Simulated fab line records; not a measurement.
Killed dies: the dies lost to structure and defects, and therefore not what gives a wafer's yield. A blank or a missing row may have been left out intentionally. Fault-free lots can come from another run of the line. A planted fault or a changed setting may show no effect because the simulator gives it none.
Lot-split experiment | flow berkeleyCmos170 | route with 331 steps; 5 lots, 23 wafers read

## ABOUT THE SPLIT
At UCB170_NSD_COAT_01 (resist thk 900 nm), the setting resistThkNm was moved away from the recipe's 900 nm on 7 of the 23 wafers read, by -4.9% to +2.1%. The other wafers ran this setting at the recipe's value.

The reading comes from the split's own step.

## THE READING
KrF_of_NSD_COAT_01.thkNm (the simulator's own value, which no gauge read), in nm, at UCB170_NSD_COAT_01 (resist thk 900 nm). There is no usual value for it anywhere in the file. Average 901.8 nm, standard deviation 2.3 nm, over the 16 wafers here run with the recipe.

wafer  | tool, chamber at the split | resistThkNm as run, nm | against the recipe | KrF_of_NSD_COAT_01.thkNm, nm | against lot-mates on the recipe
L074.1 | lithoTrack-03, 0           | 862.3                  | -4.2%              | 864.1                        | -38.2
L074.2 | lithoTrack-03, 0           | 900                    | recipe             | 901.5                        | -
L074.3 | lithoTrack-03, 0           | 900                    | recipe             | 902.5                        | -
L074.4 | lithoTrack-03, 0           | 862.3                  | -4.2%              | 866.1                        | -36.2
L074.5 | lithoTrack-03, 0           | 900                    | recipe             | 902.8                        | -
L076.2 | lithoTrack-03, 0           | 900                    | recipe             | 899.1                        | -
L076.3 | lithoTrack-03, 0           | 900                    | recipe             | 901.6                        | -
L076.4 | lithoTrack-03, 0           | 856                    | -4.9%              | 854.3                        | -46.1
L076.5 | lithoTrack-03, 0           | 856                    | -4.9%              | 858.2                        | -42.1
L076.6 | lithoTrack-03, 0           | 856                    | -4.9%              | 858.9                        | -41.5
L077.1 | lithoTrack-04, 0           | 900                    | recipe             | 899.4                        | -
L077.2 | lithoTrack-04, 0           | 900                    | recipe             | 901.1                        | -
L077.4 | lithoTrack-04, 0           | 900                    | recipe             | 900.4                        | -
L077.5 | lithoTrack-04, 0           | 918.8                  | +2.1%              | 920.2                        | +19.9
L077.6 | lithoTrack-04, 0           | 918.8                  | +2.1%              | 917.6                        | +17.3
L080.1 | lithoTrack-03, 0           | 900                    | recipe             | 904.1                        | -
L080.2 | lithoTrack-03, 0           | 900                    | recipe             | 905                          | -
L080.3 | lithoTrack-03, 0           | 900                    | recipe             | 904.8                        | -
L080.4 | lithoTrack-03, 0           | 900                    | recipe             | 904.5                        | -
L080.5 | lithoTrack-03, 0           | 900                    | recipe             | 904.6                        | -
L083.2 | lithoTrack-01, 0           | 900                    | recipe             | 898.8                        | -
L083.4 | lithoTrack-01, 0           | 900                    | recipe             | 898                          | -
L083.5 | lithoTrack-01, 0           | 900                    | recipe             | 900.9                        | -

FIT RESULTS
A straight line over all 23 wafers: KrF_of_NSD_COAT_01.thkNm changes by +8.92 nm for each +1% of resistThkNm; r = +0.99; the points scatter about the line by 2.3 nm.
The same after taking each lot's own level away (the mean of its wafers on the recipe; 23 wafers): +8.86 nm for each +1%; r = +1.00; scatter 1.2 nm.
According to that fit, moving resistThkNm by its largest amount changes the reading by 43 nm.
Measured against the standard deviation above, the lots' own levels, which go from 899.23 to 904.60 nm, span 2.4 times it.
The two slopes agree, so the slope changes little with the lot-to-lot level.
Check: with one of the wafers moved furthest among these (-4.9%) left out of the fit, the line predicts -42.6 nm for it against its lot-mates. It came out at -46.1 nm against them.

## OTHER SPLITS ON THESE WAFERS
Other splits were also applied to these wafers ahead of the reading. Each is held against what the fit with the lots' levels taken away leaves over:
other split on the same wafers   | wafers away from the commonest value | r with KrF_of_NSD_COAT_01.thkNm (lot level and that fit taken away)
UCB170_NLDD_IMPLANT_09 energyKev | 4                                    | +0.05

## THE WHOLE CHAIN: every reading that the file lists as answering this split, in the file's order
step                | what it does      | reading                                                                   | change (the file's fit)              | r (the file's)
UCB170_NSD_COAT_01  | resist thk 900 nm | KrF_of_NSD_COAT_01.thkNm (the simulator's own value, which no gauge read) | +8.86 nm for each +1% of the setting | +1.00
UCB170_NSD_STRIP_09 | strips in O2      | stripTimeToEndpointS                                                      | withheld for each +1% of the setting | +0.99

## FILE'S OWN FIT
KrF_of_NSD_COAT_01.thkNm changes by +8.86 nm for each +1% of resistThkNm, r = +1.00.
